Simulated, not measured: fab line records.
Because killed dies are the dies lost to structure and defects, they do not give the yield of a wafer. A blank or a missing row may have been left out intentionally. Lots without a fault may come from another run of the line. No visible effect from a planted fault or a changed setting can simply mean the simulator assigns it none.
Which tool was responsible?	flow berkeley cmos170	7 lots, 21 wafers sampled, at 3 steps of a route of 331

## WHAT THE GAUGES READ, wafer by wafer
UCB170_M2_CD_MEAS_90: the cd target is 700 nm.
lot	measured	on	cd nm (nm)
L792	day 7 07:53	cd sem-01	701.9 701.4 701.1
L794	day 8 00:26	cd sem-02	699.8 701.1 696.7
L801	day 9 07:14	cd sem-01	705.9 703.8 704.5
L802	day 9 19:50	cd sem-01	699.1 698.9 698.0
L809	day 11 10:23	cd sem-02	704.3 700.3 704.2
L812	day 11 14:43	cd sem-02	699.1 702.2 700.2
L814	day 12 16:58	cd sem-01	701.8 698.3 697.8

## EACH LOT AND THE TOOL THAT RAN IT (in order: tool; ch and the chambers of the sampled wafers; start)
lot	UCB170_CONTACT_STRIP_06	UCB170_M2_COAT_09
L792	plasma asher-01 ch 0,1, day 6 19:01	litho track-02 ch 0, day 7 06:29
L794	plasma asher-03 ch 0,1, day 7 07:44	litho track-04 ch 0, day 7 22:55
L801	plasma asher-02 ch 0,1, day 8 16:34	litho track-01 ch 0, day 9 05:48
L802	plasma asher-02 ch 0,1, day 9 02:53	litho track-01 ch 0, day 9 18:14
L809	plasma asher-03 ch 0,1, day 10 17:20	litho track-02 ch 0, day 11 09:04
L812	plasma asher-01 ch 0,1, day 11 01:52	litho track-02 ch 0, day 11 13:02
L814	plasma asher-01 ch 0,1, day 12 02:16	litho track-01 ch 0, day 12 15:20
- UCB170_CONTACT_STRIP_06: strips in O2.
- UCB170_M2_COAT_09

## THE ANSWER, worked out from the rows above alone
Rule: what is usual is taken from the lots themselves. The widest of any qualifying gaps counts: lots, ordered by their means at a reading, are off when they make up no more than a third of the lots, leave a main group of 4 or more, and stand apart from it by 3 or more times the standard deviation of that group's means. If all means in a main group match to the digits the tables above print for the reading, that group is not used. Also off: a lot with no number at a reading for which 4 or more lots have one. Any other lot the step has rows for is counted as sound.
No lot is off at any reading shown: from this, nothing can be told.

## WHAT THE SIMULATOR PUT IN
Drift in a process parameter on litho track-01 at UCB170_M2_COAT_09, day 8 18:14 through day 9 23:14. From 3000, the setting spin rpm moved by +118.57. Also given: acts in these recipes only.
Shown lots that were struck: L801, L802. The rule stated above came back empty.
